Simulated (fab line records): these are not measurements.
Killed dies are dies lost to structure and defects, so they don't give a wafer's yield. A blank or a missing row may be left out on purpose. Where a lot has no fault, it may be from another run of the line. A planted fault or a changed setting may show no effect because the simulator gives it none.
Struck lot and sound lot, side by side + flow berkeley-cmos170 + 15 out of 331 route steps
Sound: the wafers L911.2, L911.4, L911.6. Wafers L921.1, L921.2, L921.6 were the ones struck. Last of all comes the cause.
Order at every step that has rows: each side's tool, ch and its chambers, its first start. Under that, the readings that differ: sound wafers + struck wafers + difference of the means + sigmas: that difference in standard deviations of wafers without a fault.
alike: same words and numbers on both sides, and readings whose means sit less than 2 such deviations apart. not compared: any withheld reading, any reading some wafer has no value for, any bound like >300 that may hide the same value, and any number with overlapping values for which the record gives no deviation.
A row with sigmas, a row that says differs or no value, or rows on one side alone: a step with any of these is where the two part. When numbers do not overlap yet have no deviation, they are printed without sigmas and do not part them. A reading missing from all wafers of one side parts the sides only when that side holds two or more wafers.

first, 3 steps without rows for these wafers: UCB170_M1_EXPOSE_06 (exposes mask METAL1, target cd 700 nm); UCB170_M1_PEB_07; UCB170_M1_DEVELOP_08 (develop time 45 s).
UCB170_M1_CD_MEAS_09: target cd 700 nm.
  sound on cd-sem-02 at day 10 05:01; struck on cd-sem-02 at day 11 22:29
  alike: cd-nm
UCB170_M1_OVL_MEAS_10:
  sound on overlay-02 at day 10 05:07; struck on overlay-02 at day 11 22:37
  alike: M1_OVL
UCB170_M1_ETCH_11: etches BARC in N2/H2.
  sound on rie-diel-01 ch 0,3, day 10 05:09; struck on rie-diel-03 ch 1,2,3, day 11 22:38
  alike: bias-w, drypump-motor-current-A, oes-product-au, throttle-valve-pct
UCB170_M1_METAL_ETCH_12: etches Al in Cl2/BCl3, stops on PSG, target depth 780 nm, time 130 s.
  sound on rie-metal-04 ch 0,1, day 10 05:11; struck on rie-metal-01 ch 0,1, day 11 22:41
  alike: bias-w, drypump-motor-current-A, oes-product-au, throttle-valve-pct
  not compared: rf-hours-counter-h
UCB170_M1_STRIP_13: strips in O2.
  sound on plasma-asher-03 ch 1, day 10 05:20; struck on plasma-asher-02 ch 0,1, day 11 22:49
| reading                     | sound       | struck      | difference | sigmas |
|-----------------------------|-------------|-------------|------------|--------|
| drypump-motor-current-A (A) | 5.1 5.1 5.1 | 6.5 5.7 5.7 | +0.9       | +2     |
  alike: oes-product-au
  not compared: rf-hours-counter-h
UCB170_M1_CD_MEAS_90: target cd 700 nm.
  sound on cd-sem-01 at day 10 05:27; struck on cd-sem-01 at day 11 22:55
  alike: cd-nm
then, 1 step without rows for these wafers: UCB170_M1_ANNEAL_14 (time 1200 s).
UCB170_V1_CVD_00: deposits SiO2 from TEOS/O2, target thk 2000 nm, time 250 s.
  sound on pecvd-02 ch 1,2, day 10 07:08; struck on pecvd-01 ch 0,1,2, day 12 01:32
  alike: heater-power-w
UCB170_V1_THK_MEAS_01:
  sound on film-metro-01 at day 10 07:19; struck on film-metro-04 at day 12 01:41
  alike: V1_TEOS_THK
UCB170_V1_CMP_02: polishes SiO2.
  sound on cmp-01 ch 0,1,3, day 10 07:28; struck on cmp-02 ch 1,3, day 12 01:45
| reading          | sound             | struck            | difference | sigmas      |
|------------------|-------------------|-------------------|------------|-------------|
| platen-rpm (rpm) | 60.01 59.89 60.01 | 44.92 45.05 44.94 | -15.00     | -99 or more |
  alike: head-pressure-psi, motor-current-A
UCB170_V1_BOW_MEAS_03:
  sound on film-metro-04 at day 10 07:41; struck on film-metro-01 at day 12 02:03
  alike: V1_BOW
UCB170_M3_PROBE_99:
  rows exist in the record for the struck wafers here (prober-02, day 12 15:31), but not for the sound ones

WHERE THEY PART
First at UCB170_M1_STRIP_13; last, within this record, at UCB170_M3_PROBE_99.

WHY: what the simulator had put in
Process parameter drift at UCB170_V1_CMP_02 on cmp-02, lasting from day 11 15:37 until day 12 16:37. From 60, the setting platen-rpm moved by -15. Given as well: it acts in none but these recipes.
